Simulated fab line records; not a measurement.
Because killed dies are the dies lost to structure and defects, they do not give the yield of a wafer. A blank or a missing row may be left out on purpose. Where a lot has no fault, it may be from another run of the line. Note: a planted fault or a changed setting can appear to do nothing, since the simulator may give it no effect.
A struck lot beside a sound one + flow berkeley-cmos170 + 14 steps out of a route of 331
Sound: the wafers L499.1, L499.4, L499.6. The struck wafers were L489.2, L489.5, L489.6. The cause is given at the end.
Order at every step that has rows: each side's tool, ch and its chambers, its first start. Under that, the readings that differ: sound wafers + struck wafers + difference of the means + sigmas: that difference in standard deviations of wafers without a fault.
alike: readings whose means differ by less than 2 such deviations, and words and numbers that are the same on both sides. not compared: withheld readings, readings that some wafer has no value for, bounds like >300 that may hide the same value, and numbers for which the record gives no deviation and whose values overlap.
A row with sigmas, a row that says differs or no value, or rows on one side alone: a step with any of these is where the two part. Numbers that have no deviation but don't overlap get no sigmas and don't part them. A reading that every wafer of one side lacks parts them only if that side has two wafers or more.

UCB170_M3_SPUTTER_01: material Al, target thk 900 nm, time 120 s.
  sound on pvd-sputter-04 at day 10 18:04; struck on pvd-sputter-01 at day 8 15:38
  alike: throttle-valve-pct
UCB170_M3_RS_MEAS_02: measurement is done with a four-point probe.
  sound on film-metro-02 at day 10 18:09; struck on film-metro-04 at day 8 15:44
  alike: M3_AL_RS
UCB170_M3_THK_MEAS_03: measures by xrf.
  sound on film-metro-02 at day 10 18:16; struck on film-metro-04 at day 8 15:50
  alike: M3_AL_THK
then, 3 steps without rows for these wafers: UCB170_M3_HMDS_04 (prime time 60 s); UCB170_M3_COAT_05 (resist thk 900 nm); UCB170_M3_SOFTBAKE_06 (time 60 s).
UCB170_M3_STRIP_07: strips in O2.
  sound on plasma-asher-02 ch 1, day 10 19:23; struck on plasma-asher-01 ch 0,1, day 8 16:20
| reading                      | sound             | struck            | difference | sigmas |
|------------------------------|-------------------|-------------------|------------|--------|
| strip-time-to-endpoint-s (s) | 21.97 22.01 21.98 | 21.85 21.85 21.86 | -0.13      | -2     |
  alike: drypump-motor-current-A, oes-product-au
  not compared: rf-hours-counter-h
then, 5 steps without rows for these wafers: UCB170_M3_STRIP_08 (strips KrF in DMSO, time 600 s); UCB170_M3_COAT_09; UCB170_M3_COAT_10 (resist thk 900 nm); UCB170_M3_SOFTBAKE_11 (time 60 s); UCB170_M3_EXPOSE_12 (exposes mask METAL3, target cd 700 nm).
UCB170_M3_PEB_13:
  struck on litho-track-03, day 8 17:40; sound on litho-track-01 ch 0, day 10 20:14
  no value came back on the struck wafers for chill-plate-temp-C (C), exhaust-pa (Pa), heater-power-total-W (W); on the sound wafers chill-plate-temp-C (C) reads 22.97 23.16 23.10
then, 1 step without rows for these wafers: UCB170_M3_DEVELOP_14 (develop time 45 s).

## WHERE THEY PART
Last at UCB170_M3_PEB_13 as far as this record goes, first at UCB170_M3_STRIP_07.

WHY: the cause the simulator had injected
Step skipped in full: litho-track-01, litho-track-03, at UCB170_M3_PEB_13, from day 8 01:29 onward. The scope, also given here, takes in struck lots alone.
